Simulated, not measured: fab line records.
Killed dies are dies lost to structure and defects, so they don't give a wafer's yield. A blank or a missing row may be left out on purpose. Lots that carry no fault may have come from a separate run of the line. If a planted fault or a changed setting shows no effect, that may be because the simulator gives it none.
fab line records	flow berkeleyCmos170
[record] lots = 14	wafers = 42	lastDay = 12
route steps=331 shown ACTIVE@63 V2@295 M3@324
lots with no fault: from the same line, run without faults
startH: the number of hours between the record's first day and the start of the first shown wafer of the lot	waitH: hours from the lot's prior step to this one	" same as the row above	L1.1+2: one row covering several wafers at once	- no value, or no start was given	* or withheld: withheld	< > ~ a bound
route shown NAME@n: NAME is a module with steps in the file, n the number in the route of the first one	usual: the fault-free wafers' mean and standard deviation	same: alike in all rows	chamber/n: place in a boat	sites: each site's reading	_std_site: their standard deviation	_edge_site: mean of outer sites minus mean of inner sites	radiusMm: how far each site lies from the wafer's centre	mask NAME#n: copy n	behind: the most recent tool/chamber to have shaped the wafer	hold: cause of the lot's hold/its duration in hours/its outcome	device: transistor that didn't switch, given as n, p or np	end of line: the route-end tests of the same wafers	step lacking rows: just its recipe	killed: not the wafer's yield, but the dies lost to structure and defects at the first sort	map: shows each die of a wafer: x if killed, . if not, _ if none is there
set.NAME: the setting that was run; set.NAME@STEP: the one run at that earlier step	model.NAME: the simulator's own value behind a step, which no gauge read
the route's steps for a sample of lots (tables are steps, rows are wafers)
services: the hour from which a tool's chamber was out of use, counted from the record's first day as startH (under 0 if before that day), plus the number of hours and why
[[steps]]
[step UCB170_ACTIVE_THK_MEAS_03]
[recipe] reads = SiO2_of_ACTIVE_OXIDATION_02
[usual] ACTIVE_OXIDE_THK = 26.5/0.5
lot.wafer	tool	chamber	startH	waitH	ACTIVE_OXIDE_THK[nm]
L775.1	filmMetro-04	-	69.35	0.0	26.3
L775.3	"	-	"	"	26.3
L775.6	"	-	"	"	26.1
L776.2	filmMetro-03	-	69.36	0.0	25.7
L776.3	"	-	"	"	25.8
L776.5	"	-	"	"	25.8
L777.1	filmMetro-04	-	76.40	0.0	26.9
L777.5	"	-	"	"	26.3
L777.6	"	-	"	"	26.7
L778.2	filmMetro-01	-	84.56	0.0	27.2
L778.3	"	-	"	"	27.6
L778.6	"	-	"	"	27.5
L779.3	filmMetro-04	-	89.75	0.0	26.2
L779.5	"	-	"	"	26.7
L779.6	"	-	"	"	26.5
L781.4	filmMetro-04	-	105.78	0.0	26.3
L781.5	"	-	"	"	25.7
L781.6	"	-	"	"	26.1
L783.2	filmMetro-01	-	110.50	0.0	26.3
L783.3	"	-	"	"	26.5
L783.6	"	-	"	"	26.4
L789.1	filmMetro-04	-	137.23	0.0	26.5
L789.3	"	-	"	"	26.2
L789.6	"	-	"	"	26.6
L790.3	filmMetro-03	-	141.27	0.0	26.2
L790.4	"	-	"	"	26.2
L790.5	"	-	"	"	26.4
L791.2	filmMetro-04	-	147.25	0.0	26.5
L791.5	"	-	"	"	26.7
L791.6	"	-	"	"	26.4
L794.1	filmMetro-03	-	166.38	0.0	26.5
L794.2	"	-	"	"	26.2
L794.3	"	-	"	"	26.5
L793.3	filmMetro-01	-	166.46	0.1	26.9
L793.4	"	-	"	"	27.0
L793.5	"	-	"	"	27.2
L796.2	filmMetro-01	-	176.32	0.0	27.2
L796.5	"	-	"	"	26.8
L796.6	"	-	"	"	26.4
L798.3	filmMetro-04	-	188.08	0.0	26.4
L798.5	"	-	"	"	26.1
L798.6	"	-	"	"	26.2
[step UCB170_V2_BOW_MEAS_03]
[recipe] mode = bow
[usual] V2_BOW = 35/7.2
lot.wafer	tool	chamber	startH	waitH	V2_BOW[um]
L776.2	filmMetro-04	-	155.98	0.6	32
L776.3	"	-	"	"	36
L776.5	"	-	"	"	36
L775.1	filmMetro-02	-	158.84	0.1	44
L775.3	"	-	"	"	36
L775.6	"	-	"	"	30
L777.1	filmMetro-02	-	169.41	0.2	38
L777.5	"	-	"	"	36
L777.6	"	-	"	"	40
L779.3	filmMetro-04	-	179.22	0.2	28
L779.5	"	-	"	"	43
L779.6	"	-	"	"	39
L778.2	filmMetro-02	-	180.38	0.1	43
L778.3	"	-	"	"	48
L778.6	"	-	"	"	38
L783.2	filmMetro-02	-	215.81	0.1	46
L783.3	"	-	"	"	41
L783.6	"	-	"	"	42
L781.4	filmMetro-04	-	216.13	0.2	53
L781.5	"	-	"	"	48
L781.6	"	-	"	"	33
L789.1	filmMetro-04	-	238.40	0.2	27
L789.3	"	-	"	"	27
L789.6	"	-	"	"	32
L791.2	filmMetro-03	-	238.69	0.3	35
L791.5	"	-	"	"	34
L791.6	"	-	"	"	60
L790.3	filmMetro-04	-	239.32	0.2	40
L790.4	"	-	"	"	29
L790.5	"	-	"	"	37
L793.3	filmMetro-04	-	265.14	0.1	17
L793.4	"	-	"	"	29
L793.5	"	-	"	"	43
L794.1	filmMetro-04	-	266.65	0.1	39
L794.2	"	-	"	"	30
L794.3	"	-	"	"	31
L796.2	filmMetro-03	-	278.49	0.2	27
L796.5	"	-	"	"	38
L796.6	"	-	"	"	29
L798.3	filmMetro-04	-	289.35	0.2	27
L798.5	"	-	"	"	37
L798.6	"	-	"	"	35
[step UCB170_M3_CD_MEAS_15]
[recipe] targetCdNm = 700
[usual] cdNm = 699.9/1.3
lot.wafer	tool	chamber	startH	waitH	cdNm
L776.2	cdSem-01	-	160.96	-	702.9
L776.3	"	-	"	"	703.3
L776.5	"	-	"	"	703.4
L775.1	cdSem-01	-	166.21	-	699.7
L775.3	"	-	"	"	698.4
L775.6	"	-	"	"	698.0
L777.1	cdSem-02	-	178.34	-	700.6
L777.5	"	-	"	"	699.2
L777.6	"	-	"	"	699.4
L779.3	cdSem-01	-	189.08	-	699.3
L779.5	"	-	"	"	698.8
L779.6	"	-	"	"	700.0
L778.2	cdSem-01	-	189.30	-	699.3
L778.3	"	-	"	"	700.5
L778.6	"	-	"	"	700.1
L783.2	cdSem-02	-	221.33	-	700.6
L783.3	"	-	"	"	702.1
L783.6	"	-	"	"	701.5
L781.4	cdSem-01	-	221.64	-	700.2
L781.5	"	-	"	"	700.0
L781.6	"	-	"	"	700.3
L789.1	cdSem-01	-	243.91	-	701.3
L789.3	"	-	"	"	699.5
L789.6	"	-	"	"	700.6
L791.2	cdSem-01	-	244.32	-	700.8
L791.5	"	-	"	"	701.1
L791.6	"	-	"	"	700.6
L790.3	cdSem-02	-	245.61	-	700.9
L790.4	"	-	"	"	700.5
L790.5	"	-	"	"	700.3
L793.3	cdSem-01	-	268.88	-	699.0
L793.4	"	-	"	"	699.3
L793.5	"	-	"	"	698.9
L794.1	cdSem-02	-	271.17	-	702.0
L794.2	"	-	"	"	701.8
L794.3	"	-	"	"	700.6
L796.2	cdSem-02	-	284.98	-	698.3
L796.5	"	-	"	"	699.6
L796.6	"	-	"	"	699.9
L798.3	cdSem-01	-	294.91	-	699.0
L798.5	"	-	"	"	698.5
L798.6	"	-	"	"	698.6
[step UCB170_M3_METAL_ETCH_18]
[recipe] chemistry = Cl2/BCl3	target = Al	stopOn = SiO2	pressureMtorr = 12	targetDepthA = 11700	overEtchFrac = 0.3	timeS = 195	icpW = 600	biasW = 120	Cl2_flow_sccm = 90	bcl3FlowSccm = 45
[usual] drypumpMotorCurrentA = 5.9/0.53	oesProductAu = 0.866/0.0093	throttleValvePct = 24.47/0.24
lot.wafer	tool	chamber	startH	waitH	drypumpMotorCurrentA	oesProductAu	rfHoursCounterH	throttleValvePct
L776.2	rieMetal-04	1	161.13	-	6.5	0.875	4	24.52
L776.3	"	1	"	"	6.5	0.864	-	24.53
L776.5	"	0	"	"	6.2	0.877	-	24.81
L775.1	rieMetal-03	1	166.41	-	5.7	0.869	5	24.22
L775.3	"	0	"	"	6.3	0.853	-	24.40
L775.6	"	1	"	"	5.7	0.877	-	24.21
L777.1	rieMetal-04	0	178.53	-	6.3	0.868	9	24.80
L777.5	"	0	"	"	6.3	0.869	-	24.82
L777.6	"	1	"	"	6.6	0.848	-	24.55
L779.3	rieMetal-04	0	189.30	-	6.2	0.885	-	24.81
L779.5	"	0	"	"	6.2	0.874	-	24.81
L779.6	"	1	"	"	6.5	0.856	-	24.53
L778.2	rieMetal-01	1	189.48	-	5.1	0.879	6	24.26
L778.3	"	0	"	"	5.2	0.855	-	24.81
L778.6	"	1	"	"	5.1	0.869	-	24.27
L783.2	rieMetal-01	0	221.51	-	5.2	0.844	10	24.82
L783.3	"	0	"	"	5.2	0.855	-	24.81
L783.6	"	0	"	"	5.2	0.852	-	24.81
L781.4	rieMetal-04	1	221.84	-	6.6	0.854	-	24.52
L781.5	"	0	"	"	6.2	0.872	-	24.81
L781.6	"	1	"	"	6.6	0.862	-	24.54
L789.1	rieMetal-04	0	244.11	-	6.3	0.873	11	24.82
L789.3	"	0	"	"	6.3	0.877	-	24.79
L789.6	"	0	"	"	6.2	0.881	-	24.80
L791.2	rieMetal-03	0	244.50	-	6.2	0.879	2	24.39
L791.5	"	1	"	"	5.7	0.870	-	24.23
L791.6	"	0	"	"	6.3	0.865	-	24.39
L790.3	rieMetal-04	0	245.83	-	6.2	0.862	-	24.80
L790.4	"	1	"	"	6.5	0.859	-	24.52
L790.5	"	0	"	"	6.3	0.870	-	24.81
L793.3	rieMetal-03	0	269.10	-	6.3	0.860	-	24.39
L793.4	"	1	"	"	5.7	0.872	-	24.20
L793.5	"	1	"	"	5.7	0.861	-	24.21
L794.1	rieMetal-03	1	271.37	-	5.7	0.866	8	24.20
L794.2	"	0	"	"	6.3	0.849	3	24.40
L794.3	"	0	"	"	6.3	0.864	-	24.38
L796.2	rieMetal-01	0	285.15	-	5.2	0.856	12	24.79
L796.5	"	1	"	"	5.1	0.862	-	24.23
L796.6	"	0	"	"	5.2	0.858	-	24.81
L798.3	rieMetal-03	1	295.19	-	5.7	0.861	-	24.22
L798.5	"	1	"	"	5.7	0.871	-	24.21
L798.6	"	1	"	"	5.7	0.864	-	24.21
[step UCB170_M3_STRIP_19]
[recipe] chemistry = O2	powerW = 400	pressureMtorr = 3500	platenTempC = withheld	o2FlowSccm = 400	overashFraction = 0.5
[usual] drypumpMotorCurrentA = 5.6/0.46	oesProductAu = 0.539/0.025
lot.wafer	tool	chamber	startH	waitH	drypumpMotorCurrentA	oesProductAu	rfHoursCounterH
L776.2	plasmaAsher-02	1	161.32	0.1	5.7	0.550	45
L776.3	"	1	"	"	5.7	0.546	-
L776.5	"	0	"	"	5.6	0.598	-
L775.1	plasmaAsher-02	0	166.60	0.1	5.6	0.524	45
L775.3	"	1	"	"	5.7	0.540	-
L775.6	"	1	"	"	5.7	0.524	-
L777.1	plasmaAsher-01	0	178.72	0.1	6.6	0.582	38
L777.5	"	0	"	"	6.6	0.587	-
L777.6	"	1	"	"	5.9	0.547	-
L779.3	plasmaAsher-04	1	189.46	0.1	5.1	0.577	-
L779.5	"	1	"	"	5.1	0.584	-
L779.6	"	0	"	"	5.2	0.525	-
L778.2	plasmaAsher-02	1	189.67	0.1	5.7	0.490	48
L778.3	"	1	"	"	5.7	0.534	-
L778.6	"	0	"	"	5.6	0.489	-
L783.2	plasmaAsher-01	0	221.69	0.1	6.6	0.529	42
L783.3	"	0	"	"	6.6	0.521	-
L783.6	"	1	"	"	5.9	0.539	-
L781.4	plasmaAsher-02	0	222.00	0.1	5.6	0.541	-
L781.5	"	0	"	"	5.6	0.587	-
L781.6	"	1	"	"	5.7	0.539	-
L789.1	plasmaAsher-02	0	244.30	0.1	5.6	0.320	54
L789.3	"	1	"	"	5.7	0.310	-
L789.6	"	1	"	"	5.7	0.308	-
L791.2	plasmaAsher-04	1	244.68	0.1	5.1	0.554	14
L791.5	"	0	"	"	5.2	0.530	-
L791.6	"	1	"	"	5.1	0.557	-
L790.3	plasmaAsher-04	0	245.99	0.1	5.2	0.314	-
L790.4	"	1	"	"	5.1	0.321	-
L790.5	"	1	"	"	5.1	0.316	-
L793.3	plasmaAsher-01	1	269.25	0.1	5.9	0.558	-
L793.4	"	0	"	"	6.6	0.527	-
L793.5	"	1	"	"	5.9	0.532	-
L794.1	plasmaAsher-01	0	271.55	0.1	6.6	0.521	45
L794.2	"	1	"	"	5.9	0.543	45
L794.3	"	1	"	"	5.9	0.550	-
L796.2	plasmaAsher-04	0	285.34	0.1	5.1	0.541	19
L796.5	"	1	"	"	5.1	0.513	-
L796.6	"	0	"	"	5.2	0.552	-
L798.3	plasmaAsher-02	0	295.47	0.2	5.6	0.516	-
L798.5	"	0	"	"	5.6	0.521	-
L798.6	"	1	"	"	5.7	0.524	-
[[services]]
tool	chamber	startH	hours	kind
rieMetal-03	-	148.32	0.6	repair
rieMetal-03	0	179.00	16.4	repair
rieMetal-04	-	201.54	1.4	pm
plasmaAsher-01	-	212.80	1.1	repair
plasmaAsher-01	-	228.35	28.1	pm
rieMetal-04	-	249.77	1.4	repair
rieMetal-04	-	254.82	2.8	pm
rieMetal-04	0	258.73	-	clean
rieMetal-04	0	258.73	16.1	scheduledDown
rieMetal-04	0	258.73	16.1	ventCycle
plasmaAsher-01	-	269.83	1.6	repair
[[key]]
[firstSign] step = UCB170_M3_STRIP_19	reading = oesProductAu	direction = down	sigmas = 9.1	usual = 0.539	struck = 0.315
effect none on later readings
metAt UCB170_M3_METAL_ETCH_18
struckLots L789,L790
notActingAt UCB170_ACTIVE_THK_MEAS_03,UCB170_V2_BOW_MEAS_03,UCB170_M3_CD_MEAS_15
onsetBetween 221.84 244.11
[fault] kind = processParameterDrift	tool = rieMetal-04	chamber = -	onsetH = 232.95	steps = UCB170_M3_METAL_ETCH_18	channel = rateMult	offset = 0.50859	shape = step	endH = 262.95
